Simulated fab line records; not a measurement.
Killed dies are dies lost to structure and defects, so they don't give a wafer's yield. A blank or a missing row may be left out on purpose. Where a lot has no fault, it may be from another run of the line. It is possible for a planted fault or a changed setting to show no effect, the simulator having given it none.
The tool behind it: which one?    flow rit-cmos    42 wafers from 14 lots sampled at 4 of the route's 202 steps

WHAT THE GAUGES READ, wafer by wafer
RIT_FOX1_THK_MEAS_01. Usual: FOX1_OXIDE_THK 349 nm, standard deviation 7.3.
lot   measured     on             FOX1_OXIDE_THK (nm)  flag
L580  day 1 18:59  film-metro-04  352 352 348          
L582  day 2 04:18  film-metro-04  343 347 340          
L583  day 2 08:56  film-metro-04  352 355 354          
L588  day 3 11:43  film-metro-01  344 347 345          
L590  day 3 21:32  film-metro-04  348 347 346          
L591  day 4 01:28  film-metro-01  347 349 345          
L592  day 4 06:39  film-metro-01  358 359 359          
L595  day 4 22:38  film-metro-01  346 339 350          
L597  day 5 08:36  film-metro-04  350 352 346          
L598  day 5 11:49  film-metro-04  351 358 356          
L599  day 5 16:35  film-metro-01  356 354 355          
L600  day 5 23:52  film-metro-04  345 339 339          
L601  day 6 04:37  film-metro-04  331 332 328          
L602  day 6 08:14  film-metro-01  348 343 346          

RIT_FOX2_THK_MEAS_01. Usual: FOX2_OXIDE_THK 350 nm, standard deviation 6.7.
lot   measured     on             FOX2_OXIDE_THK (nm)  flag
L580  day 1 20:28  film-metro-02  364 360 358          
L582  day 2 05:52  film-metro-01  356 359 348          
L583  day 2 10:32  film-metro-01  364 364 354          
L588  day 3 13:13  film-metro-01  344 347 346          
L590  day 3 23:36  film-metro-02  349 347 349          
L591  day 4 02:57  film-metro-03  354 349 347          
L592  day 4 08:08  film-metro-02  356 360 360          
L595  day 5 00:07  film-metro-02  353 347 351          
L597  day 5 10:30  film-metro-02  351 351 351          
L598  day 5 14:12  film-metro-03  351 358 358          
L599  day 5 18:04  film-metro-03  352 355 350          
L600  day 6 01:22  film-metro-02  346 343 347          
L601  day 6 06:08  film-metro-01  342 345 343          
L602  day 6 10:37  film-metro-01  340 341 336          

RIT_WELLDRIVE_RS_MEAS_02: the measuring method here is four-point-probe. Usual: PWELL_RS 429.1 ohm/sq, standard deviation 1.3.
lot   measured     on             PWELL_RS (ohm/sq)  flag
L580  day 2 06:40  film-metro-01  427.9 428.2 427.2  
L582  day 2 15:44  film-metro-01  429.6 431.3 429.2  
L583  day 2 20:19  film-metro-01  429.6 429.5 429.1  
L588  day 3 23:37  film-metro-03  427.5 428.1 428.0  
L590  day 4 09:43  film-metro-04  430.6 430.4 428.8  
L591  day 4 13:19  film-metro-03  428.3 426.8 426.6  
L592  day 4 18:27  film-metro-03  429.5 429.0 429.7  
L595  day 5 09:52  film-metro-01  429.3 431.1 429.0  
L597  day 5 20:01  film-metro-04  427.9 427.9 427.6  
L598  day 5 23:59  film-metro-01  429.9 430.1 432.6  
L599  day 6 03:55  film-metro-03  428.6 428.8 429.3  
L600  day 6 10:45  film-metro-04  428.2 428.0 427.8  
L601  day 6 16:04  film-metro-01  428.7 429.3 428.1  
L602  day 6 20:46  film-metro-01  431.1 431.3 431.7  

TOOL THAT RAN EACH LOT (tool first, then ch and the chambers of the sampled wafers, then the start)
lot   RIT_ACTIVE_SOFTBAKE_07
L580  litho-track-04 ch 0, day 1 15:12
L582  litho-track-02 ch 0, day 2 00:14
L583  litho-track-01 ch 0, day 2 05:50
L588  litho-track-01 ch 0, day 3 05:53
L590  litho-track-02 ch 0, day 3 18:20
L591  litho-track-01 ch 0, day 3 22:30
L592  litho-track-04 ch 0, day 4 03:21
L595  litho-track-02 ch 0, day 4 18:13
L597  litho-track-02 ch 0, day 5 03:48
L598  litho-track-04 ch 0, day 5 08:13
L599  litho-track-04 ch 0, day 5 13:32
L600  litho-track-02 ch 0, day 5 18:08
L601  litho-track-04 ch 0, day 6 00:23
L602  litho-track-04 ch 0, day 6 05:16
- RIT_ACTIVE_SOFTBAKE_07: time 60 s.

WHAT THE TOOLS THEMSELVES READ (means of the sampled wafers that have a number; where no wafer has one, the mark that the record gives instead)
RIT_ACTIVE_SOFTBAKE_07. Usual: heater-power-total-W 34.56 W, standard deviation 0.048; run-length-s 89.04 s, standard deviation 0.2.
lot   tool            heater-power-total-W (W)  run-length-s (s)  flag
L580  litho-track-04  34.59                     88.80             
L582  litho-track-02  34.57                     88.96             
L583  litho-track-01  34.60                     89.30             
L588  litho-track-01  37.13                     75.45             OFF
L590  litho-track-02  34.50                     89.09             
L591  litho-track-01  37.21                     75.36             OFF
L592  litho-track-04  34.56                     88.95             
L595  litho-track-02  34.56                     88.97             
L597  litho-track-02  34.54                     88.94             
L598  litho-track-04  34.53                     88.84             
L599  litho-track-04  34.58                     88.99             
L600  litho-track-02  34.58                     88.99             
L601  litho-track-04  34.58                     88.91             
L602  litho-track-04  34.55                     88.80             

THE ANSWER, worked out from the rows above alone
Rule: take the mean of a lot's wafers that have a number; if it is more than 3 standard deviations from the usual mean, the lot is off. Also off: a lot with no number at a reading for which 4 or more lots have one. Any other lot the step has rows for is counted as sound. Order of review: gauges by route order, followed by the tools' own readings, for which a lot's mean as printed above is used. At the first step where some lot is off, the reading lying furthest off is the one used; lots without a number count as furthest.
Off, at RIT_ACTIVE_SOFTBAKE_07 on run-length-s: L588, L591.
If a tool, at that step or one of the process steps before it, ran each lot that is off and ran no sound lot following the first of them, it fits. One candidate fits, namely litho-track-01 at RIT_ACTIVE_SOFTBAKE_07. A fault onset in the window from L583 (day 2 05:50, its last sound lot) to L588 (day 3 05:53, its first lot off) fits.
The tool's own readings at RIT_ACTIVE_SOFTBAKE_07 bear it out: on the lots that are off they differ by more than 5 times the standard deviation of the sound lots' means. heater-power-total-W reads 37.17 W there against 34.56 W on the sound lots; run-length-s reads 75.41 s there against 88.96 s on the sound lots.

WHAT WAS PUT IN BY THE SIMULATOR
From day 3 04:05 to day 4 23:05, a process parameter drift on litho-track-01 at RIT_ACTIVE_SOFTBAKE_07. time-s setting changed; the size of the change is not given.
Shown lots that were struck: L588, L591. Same finding as the rule above.
